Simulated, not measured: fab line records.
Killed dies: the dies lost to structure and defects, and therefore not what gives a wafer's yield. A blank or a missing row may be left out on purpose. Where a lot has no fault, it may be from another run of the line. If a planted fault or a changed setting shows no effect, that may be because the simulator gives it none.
fab line records	flow rit-cmos
record: lots: 7	wafers: 21	last-day: 7
route steps=202 shown GATE@77 FOX2@80 M1@202
lots that met no fault: taken from a fault-free run of the same line
start-h: the number of hours between the record's first day and the start of the first shown wafer of the lot	wait-h: time in hours since the lot's previous step	" unchanged from the row above	L1.1+2: one row covering several wafers at once	- no value present, or no start provided	* or withheld: withheld	< > ~ a bound
route shown NAME@n: names a module that has steps shown in the file, with the first one's number in the route	usual: mean/standard deviation of fault-free wafers	same: alike in all rows	chamber/n: place in a boat	sites: readings site by site	_std_site: standard deviation across them	_edge_site: the outer-site mean with the inner-site mean subtracted	radius-mm: how far each site lies from the wafer's centre	mask NAME#n: copy n	behind: the most recent tool/chamber to have shaped the wafer	hold: why the lot was held/for how many hours/how that ended	device: the transistor (n, p or np) that didn't switch	end of line: at the end of the route, the tests of the same wafers	a step without rows: its recipe alone	killed: dies lost to structure and defects at the first sort, not the wafer's yield	map: shows each die of a wafer: x if killed, . if not, _ if none is there
set.NAME: setting as actually run; set.NAME@STEP: the setting as run at that earlier step	model.NAME: the simulator's own value behind a step, which no gauge read
certain route steps with their lots: each step a table, each wafer a row
services: from which hour (start-h, from the record's first day; less than 0 if before it) a tool's chamber was out of use, for how many hours, and why
== steps ==
step: RIT_GATE_CLEAN_02
recipe: chemistry: dHF	dilution: 50:1	time-s: 30
step: RIT_GATE_CLEAN_03
recipe: chemistry: SC2	mix: 3:3:50	time-s: 600	temp-c: 75	dry: n2-spin
step: RIT_GATE_CLEAN_04
recipe: chemistry: dHF	dilution: 50:1	time-s: 60	dry: n2-spin
step: RIT_FOX2_THK_MEAS_91
recipe: reads: SiO2_of_FOX2_OXIDATION_00
usual: FIELD_OXIDE_LEFT_2_THK: 253/6.4
lot.wafer	tool	chamber	start-h	wait-h	FIELD_OXIDE_LEFT_2_THK[nm]
L590.1	film-metro-02	-	44.03	0.0	259
L590.4	"	-	"	"	257
L590.5	"	-	"	"	262
L594.2	film-metro-02	-	60.41	0.0	247
L594.4	"	-	"	"	252
L594.6	"	-	"	"	253
L601.1	film-metro-03	-	95.67	0.0	251
L601.2	"	-	"	"	247
L601.6	"	-	"	"	253
L602.1	film-metro-01	-	99.99	0.0	249
L602.3	"	-	"	"	262
L602.6	"	-	"	"	254
L604.2	film-metro-03	-	115.91	0.0	261
L604.3	"	-	"	"	265
L604.6	"	-	"	"	258
L607.1	film-metro-03	-	123.45	0.0	257
L607.2	"	-	"	"	256
L607.5	"	-	"	"	262
L612.1	film-metro-02	-	149.17	0.0	252
L612.5	"	-	"	"	253
L612.6	"	-	"	"	255
step: RIT_GATE_OXIDATION_05
recipe: temp-c: 900	ambient: O2	target-thk-a: 30	ox-time-s: 270
step: RIT_GATE_ANNEAL_06
recipe: temp-c: 900	time-s: 600	ambient: N2O
step: RIT_GATE_THK_MEAS_07
recipe: reads: SiO2_of_GATE_OXIDATION_05
usual: GATE_OXIDE_THK: 3.01/0.06
lot.wafer	tool	chamber	start-h	wait-h	GATE_OXIDE_THK[nm]
L590.1	film-metro-01	-	48.52	0.0	2.98
L590.4	"	-	"	"	3.09
L590.5	"	-	"	"	3.03
L594.2	film-metro-01	-	64.55	0.0	3.00
L594.4	"	-	"	"	2.98
L594.6	"	-	"	"	3.03
L601.1	film-metro-01	-	98.64	0.0	2.99
L601.2	"	-	"	"	3.04
L601.6	"	-	"	"	3.07
L602.1	film-metro-02	-	102.30	0.0	3.11
L602.3	"	-	"	"	3.06
L602.6	"	-	"	"	3.03
L604.2	film-metro-02	-	118.51	0.0	2.96
L604.3	"	-	"	"	2.97
L604.6	"	-	"	"	3.02
L607.1	film-metro-02	-	127.44	0.0	3.03
L607.2	"	-	"	"	3.00
L607.5	"	-	"	"	3.00
L612.1	film-metro-01	-	152.87	0.0	2.96
L612.5	"	-	"	"	2.92
L612.6	"	-	"	"	3.01
step: RIT_GATE_CVD_08
recipe: material: poly-Si	target-thk-nm: 250	temp-c: 610	precursor: SiH4	time-s: 2220	pressure-mtorr: 300	sih4-flow-sccm: 100
step: RIT_GATE_THK_MEAS_09
recipe: reads: poly-Si_of_GATE_CVD_08
usual: GATE_POLY_THK: 249.9/2.2
lot.wafer	tool	chamber	start-h	wait-h	GATE_POLY_THK[nm]
L590.1	film-metro-01	-	50.20	0.0	252.0
L590.4	"	-	"	"	252.3
L590.5	"	-	"	"	252.4
L594.2	film-metro-03	-	66.32	0.0	253.3
L594.4	"	-	"	"	251.0
L594.6	"	-	"	"	252.0
L601.1	film-metro-01	-	100.32	0.0	250.9
L601.2	"	-	"	"	249.6
L601.6	"	-	"	"	251.2
L602.1	film-metro-03	-	103.98	0.0	247.1
L602.3	"	-	"	"	250.2
L602.6	"	-	"	"	247.7
L604.2	film-metro-02	-	120.18	0.0	252.0
L604.3	"	-	"	"	252.1
L604.6	"	-	"	"	253.9
L607.1	film-metro-02	-	129.12	0.0	249.9
L607.2	"	-	"	"	249.5
L607.5	"	-	"	"	249.6
L612.1	film-metro-01	-	154.55	0.0	245.9
L612.5	"	-	"	"	249.4
L612.6	"	-	"	"	248.9
step: RIT_GATE_HMDS_10
recipe: prime-time-s: 60	prime-temp-c: 140
step: RIT_GATE_COAT_11
recipe: resist: NOVOLAK	spin-rpm: 4250	resist-thk-nm: 850
step: RIT_GATE_SOFTBAKE_12
recipe: resist: NOVOLAK	temp-c: 90	time-s: 61.13
usual: plate-sensor-t-centre-C: 90.969/0.0099	plate-sensor-t-edge-C: 91.021/0.0098	resist-line-temp-C: 22.99/0.095
lot.wafer	tool	chamber	start-h	wait-h	plate-sensor-t-centre-C	plate-sensor-t-edge-C	resist-line-temp-C
L590.1	litho-track-03	0	50.56	0.1	90.966	91.032	22.99
L590.4	"	0	"	"	90.960	91.015	23.03
L590.5	"	0	"	"	90.978	91.031	23.12
L594.2	litho-track-03	0	66.70	0.1	90.961	91.031	23.09
L594.4	"	0	"	"	90.983	91.019	23.01
L594.6	"	0	"	"	90.964	91.008	22.89
L601.1	litho-track-03	0	100.68	0.1	90.953	91.029	22.89
L601.2	"	0	"	"	90.959	91.011	22.99
L601.6	"	0	"	"	90.953	91.027	22.98
L602.1	litho-track-03	0	104.34	0.1	90.991	91.013	22.81
L602.3	"	0	"	"	90.972	91.019	23.12
L602.6	"	0	"	"	90.957	91.025	22.99
L604.2	litho-track-02	0	120.56	0.1	90.963	91.014	23.09
L604.3	"	0	"	"	90.965	91.032	22.94
L604.6	"	0	"	"	90.972	91.029	22.89
L607.1	litho-track-02	0	129.48	0.1	90.967	91.003	22.99
L607.2	"	0	"	"	90.973	91.012	23.06
L607.5	"	0	"	"	90.966	91.043	22.95
L612.1	litho-track-01	0	154.91	0.1	90.976	91.018	22.85
L612.5	"	0	"	"	90.967	91.017	22.82
L612.6	"	0	"	"	90.967	91.015	22.86
step: RIT_GATE_EXPOSE_13
recipe: mask-id: M6	na: 0.6	source-shape: conventional	sigma-outer: 0.6	target-cd-nm: 150	dose-mj: 380
usual: focus-offset-nm: 0.0/0.6	stage-vel-mm-s: 499.93/0.26
lot.wafer	tool	chamber	start-h	wait-h	mask	focus-offset-nm	stage-vel-mm-s	model.GATE.overlay-x-nm
L590.1	iline-stepper-02	0	50.71	0.1	M6#0	-0.7	499.50	0.5824
L590.4	"	0	"	"	M6#0	-0.6	499.83	0.5824
L590.5	"	0	"	"	M6#0	0.3	500.03	0.5824
L594.2	iline-stepper-02	0	66.84	0.1	M6#0	0.0	499.70	-0.6799
L594.4	"	0	"	"	M6#0	0.5	499.70	-0.6799
L594.6	"	0	"	"	M6#0	-0.8	499.73	-0.6799
L601.1	iline-stepper-02	0	101.07	0.4	M6#0	0.5	500.16	241.2
L601.2	"	0	"	"	M6#0	0.9	500.01	241.2
L601.6	"	0	"	"	M6#0	0.7	499.99	241.2
L602.1	iline-stepper-02	0	104.49	0.1	M6#0	-0.9	500.16	238.1
L602.3	"	0	"	"	M6#0	0.2	500.43	238.1
L602.6	"	0	"	"	M6#0	-0.1	499.88	238.1
L604.2	iline-stepper-02	0	120.83	0.2	M6#0	-0.1	500.32	239
L604.3	"	0	"	"	M6#0	-0.8	500.10	239
L604.6	"	0	"	"	M6#0	0.2	499.62	239
L607.1	iline-stepper-01	0	129.63	0.1	M6#0	-0.5	499.86	1.121
L607.2	"	0	"	"	M6#0	-0.6	499.90	1.121
L607.5	"	0	"	"	M6#0	-1.8	499.77	1.121
L612.1	iline-stepper-01	0	155.18	0.2	M6#0	-0.2	499.88	0.6652
L612.5	"	0	"	"	M6#0	-0.8	499.59	0.6652
L612.6	"	0	"	"	M6#0	-0.4	499.72	0.6652
step: RIT_GATE_PEB_14
recipe: resist: NOVOLAK	temp-c: withheld	time-s: withheld
step: RIT_GATE_DEVELOP_15
recipe: resist: NOVOLAK	develop-time-s: 50	dev-temp-c: 23
step: RIT_GATE_CD_MEAS_16
recipe: target-cd-nm: 150
usual: cd-nm: 149.8/2.4
lot.wafer	tool	chamber	start-h	wait-h	cd-nm
L590.1	cd-sem-01	-	51.11	-	146.8
L590.4	"	-	"	"	150.3
L590.5	"	-	"	"	145.7
L594.2	cd-sem-02	-	67.24	-	150.4
L594.4	"	-	"	"	147.1
L594.6	"	-	"	"	148.4
L601.1	cd-sem-01	-	101.56	-	149.0
L601.2	"	-	"	"	147.0
L601.6	"	-	"	"	148.3
L602.1	cd-sem-02	-	104.89	-	145.5
L602.3	"	-	"	"	147.7
L602.6	"	-	"	"	146.3
L604.2	cd-sem-02	-	121.23	-	155.1
L604.3	"	-	"	"	152.8
L604.6	"	-	"	"	154.2
L607.1	cd-sem-02	-	130.03	-	152.0
L607.2	"	-	"	"	149.0
L607.5	"	-	"	"	149.7
L612.1	cd-sem-02	-	155.58	-	149.8
L612.5	"	-	"	"	149.1
L612.6	"	-	"	"	149.9
step: RIT_GATE_OVL_MEAS_17
usual: GATE_OVL: -0.3/1.5
lot.wafer	tool	chamber	start-h	wait-h	GATE_OVL[nm]
L590.1	overlay-02	-	51.23	0.1	-1.6
L590.4	"	-	"	"	-0.9
L590.5	"	-	"	"	-0.2
L594.2	overlay-01	-	67.35	0.1	-2.0
L594.4	"	-	"	"	-1.6
L594.6	"	-	"	"	-1.2
L601.1	overlay-02	-	101.68	0.1	240.9
L601.2	"	-	"	"	240.4
L601.6	"	-	"	"	240.9
L602.1	overlay-01	-	105.01	0.1	237.7
L602.3	"	-	"	"	237.8
L602.6	"	-	"	"	239.6
L604.2	overlay-02	-	121.33	0.1	240.8
L604.3	"	-	"	"	240.5
L604.6	"	-	"	"	239.1
L607.1	overlay-01	-	130.15	0.1	-0.8
L607.2	"	-	"	"	1.1
L607.5	"	-	"	"	0.6
L612.1	overlay-02	-	155.70	0.1	2.1
L612.5	"	-	"	"	3.0
L612.6	"	-	"	"	1.5
step: RIT_GATE_HARDBAKE_18
recipe: resist: NOVOLAK	temp-c: 140	time-s: 60
step: RIT_M1_PROBE_99
usual: killed_at_M0_to_M3: 0.0/0.16	killed-at-contacts: 0.1/0.24	killed-at-front-end: 7/3.2	killed-dies: 7/3.2	killed-on-rim: 2.0/1.5	killed-open: 3.4/2	killed-short: 3.5/2.2
same: gross-dies: 264	killed_at_M4_up: 0	killed-at-back-side: 0	killed-at-other: 0
lot.wafer	tool	chamber	start-h	wait-h	killed_at_M0_to_M3	killed-at-contacts	killed-at-front-end	killed-dies	killed-on-rim	killed-open	killed-short	model.etest.pldd.width-nm	model.etest.nldd.width-nm	model.etest.nldd.line-ohm-um	model.etest.gate-end-array.leak-log10-a-um	model.etest.select-edge-diode-p.over-limit	model.etest.select-edge-diode-n.over-limit	model.etest.nmos_0p15.junction-log10-a-um	model.etest.nmos-narrow.off-log10-a-um
L590.1	prober-02	-	77.81	0.1	0	0	9	9	0	5	4	3162	3171	117.3	-12.95	0	0	-13.55	-13.29
L590.4	prober-02	-	77.96	0.2	0	1	3	4	2	3	1	3166	3155	115.7	-12.97	0	0	-13.52	-13.19
L590.5	prober-02	-	78.01	0.2	0	0	10	10	6	5	5	3166	3157	115.1	-12.86	0	0	-13.21	-13.34
L594.2	prober-01	-	89.55	0.1	0	0	4	4	0	2	2	3188	3203	116.7	-13.03	0	0	-13.66	-13.26
L594.4	prober-01	-	89.65	0.2	0	0	5	5	2	2	3	3204	3192	113.9	-12.93	0	0	-13.71	-13.24
L594.6	prober-01	-	89.75	0.2	1	0	7	8	3	2	6	3188	3211	117.5	-12.81	0	0	-13.67	-13.29
L601.1	prober-02	-	123.39	0.1	0	0	0	0	0	0	0	3021	3029	128.7	-5.969	1	1	-12.47	-12.44
L601.2	prober-02	-	123.44	0.1	0	0	4	4	1	2	2	3025	3036	130	-6.312	1	1	-12.86	-12.82
L601.6	prober-02	-	123.64	0.2	0	0	8	8	2	7	1	3045	3032	126.2	-6.491	1	1	-12.86	-12.72
L602.1	prober-01	-	126.84	0.1	0	0	5	5	0	1	4	3017	3028	126.1	-6.366	1	1	-12.62	-12.56
L602.3	prober-01	-	126.94	0.2	0	0	8	8	2	3	5	3027	3014	131.7	-6.585	1	1	-12.48	-12.44
L602.6	prober-01	-	127.09	0.2	0	0	5	5	1	3	2	3020	3009	128.2	-6.66	1	1	-12.66	-12.6
L604.2	prober-01	-	142.16	0.1	0	0	8	8	2	5	3	3015	3012	132.2	-7.07	1	1	-12.92	-12.85
L604.3	prober-01	-	142.21	0.2	0	0	2	2	0	1	1	3016	3017	131.2	-6.975	1	1	-12.59	-12.52
L604.6	prober-01	-	142.36	0.2	0	0	3	3	1	2	1	3008	3016	127.9	-7.266	1	1	-12.72	-12.67
L607.1	prober-02	-	153.09	0.1	0	0	4	4	1	2	2	3174	3180	115.8	-12.96	0	0	-13.49	-13.28
L607.2	prober-02	-	153.14	0.1	0	0	1	1	1	0	1	3199	3173	114.2	-12.9	0	0	-13.76	-13.2
L607.5	prober-02	-	153.29	0.2	0	0	6	6	1	1	5	3153	3143	116.1	-12.76	0	0	-13.55	-13.29
L612.1	prober-01	-	179.50	0.1	0	0	5	5	3	1	4	3214	3192	111.5	-12.75	0	0	-13.49	-13.29
L612.5	prober-01	-	179.70	0.2	0	0	6	6	2	6	0	3203	3202	113	-12.79	0	0	-13.54	-13.1
L612.6	prober-01	-	179.75	0.2	0	0	2	2	1	1	1	3195	3198	114.8	-12.84	0	0	-13.68	-13.2
killed by level:class
L590.1 SILICIDE:geometric-particle:open=2 FOX1:geometric-particle:open=1 FOX2:geometric-particle:short=1 GATE:geometric-particle:open=1 GATE:geometric-particle:short=1 REOX:geometric-particle:open=1 SPACER:geometric-particle:short=1 SILICIDE:geometric-particle:short=1
L590.4 FOX2:geometric-particle:open=1 REOX:geometric-particle:open=1 SILICIDE:geometric-particle:open=1 CONTACT:geometric-particle:short=1
L590.5 FOX1:geometric-particle:short=2 GATE:geometric-particle:open=2 REOX:geometric-particle:open=2 SPACER:geometric-particle:short=2 FOX1:geometric-particle:open=1 SILICIDE:geometric-particle:short=1
L594.2 FOX2:geometric-particle:short=1 REOX:geometric-particle:open=1 SPACER:geometric-particle:short=1 SPACER:geometric-particle:open=1
L594.4 FOX1:geometric-particle:short=1 GATE:geometric-particle:open=1 GATE:geometric-particle:short=1 SPACER:geometric-particle:short=1 SPACER:geometric-particle:open=1
L594.6 GATE:geometric-particle:short=3 FOX2:geometric-particle:short=1 GATE:geometric-particle:open=1 SPACER:geometric-particle:open=1 SPACER:geometric-particle:short=1 M1:geometric-particle:short=1
L601.1
L601.2 FOX2:geometric-particle:open=2 GATE:geometric-particle:short=1 SILICIDE:geometric-particle:short=1
L601.6 SILICIDE:geometric-particle:open=3 REOX:geometric-particle:open=2 GATE:geometric-particle:open=1 SPACER:geometric-particle:short=1 SPACER:geometric-particle:open=1
L602.1 GATE:geometric-particle:short=2 SPACER:geometric-particle:short=2 REOX:geometric-particle:open=1
L602.3 GATE:geometric-particle:open=2 GATE:geometric-particle:short=2 SPACER:geometric-particle:short=2 REOX:geometric-particle:open=1 SILICIDE:geometric-particle:short=1
L602.6 FOX1:geometric-particle:open=1 GATE:geometric-particle:open=1 GATE:geometric-particle:short=1 REOX:geometric-particle:open=1 SILICIDE:geometric-particle:short=1
L604.2 GATE:geometric-particle:short=2 SPACER:geometric-particle:open=2 GATE:geometric-particle:open=1 REOX:geometric-particle:short=1 REOX:geometric-particle:open=1 SILICIDE:geometric-particle:open=1
L604.3 GATE:geometric-particle:short=1 SILICIDE:geometric-particle:open=1
L604.6 REOX:geometric-particle:open=1 SPACER:geometric-particle:open=1 SILICIDE:geometric-particle:short=1
L607.1 FOX1:geometric-particle:open=1 GATE:geometric-particle:open=1 GATE:geometric-particle:short=1 REOX:geometric-particle:short=1
L607.2 SPACER:geometric-particle:short=1
L607.5 GATE:geometric-particle:short=3 FOX2:geometric-particle:short=1 GATE:geometric-particle:open=1 REOX:geometric-particle:short=1
L612.1 FOX1:geometric-particle:open=1 FOX2:geometric-particle:short=1 GATE:geometric-particle:short=1 SPACER:geometric-particle:short=1 SILICIDE:geometric-particle:short=1
L612.5 SPACER:geometric-particle:open=2 FOX1:geometric-particle:open=1 FOX2:geometric-particle:open=1 GATE:geometric-particle:open=1 REOX:geometric-particle:open=1
L612.6 GATE:geometric-particle:open=1 GATE:geometric-particle:short=1
== services ==
tool	chamber	start-h	hours	kind
iline-stepper-01	-	58.23	2.1	pm
iline-stepper-01	-	60.32	-	consumable-replace:lamp
iline-stepper-01	-	105.38	7.3	repair
iline-stepper-02	-	116.02	1.0	repair
== key ==
first-sign: step: RIT_GATE_OVL_MEAS_17	reading: GATE_OVL	direction: up	sigmas: 99+	usual: -0.3	struck: 239.7
effect none on later readings
model-effect: step: RIT_GATE_EXPOSE_13	value: GATE.overlay-x-nm	without: -0.5942	struck: 239.4
model-effect: step: RIT_M1_PROBE_99	value: etest.pldd.width-nm	without: 3183	struck: 3022
met-at RIT_GATE_EXPOSE_13
struck-wafers L601.1,L601.2,L601.6,L602.1,L602.3,L602.6,L604.2,L604.3,L604.6
tester-left-out L601,L602,L604
onset-between 66.84 101.07
fault: kind: scanner-matching-overlay	tool: iline-stepper-02	chamber: -	onset-h: 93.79	steps: RIT_GATE_EXPOSE_13	offset: 240
tester-left-out: of these lots the tester's yield and bins aren't shown, on N5 and GAA mostly nor the transistor test; their killed dies are dies lost to structure and defects alone, not to doping, threshold or leakage, so they don't give the yield
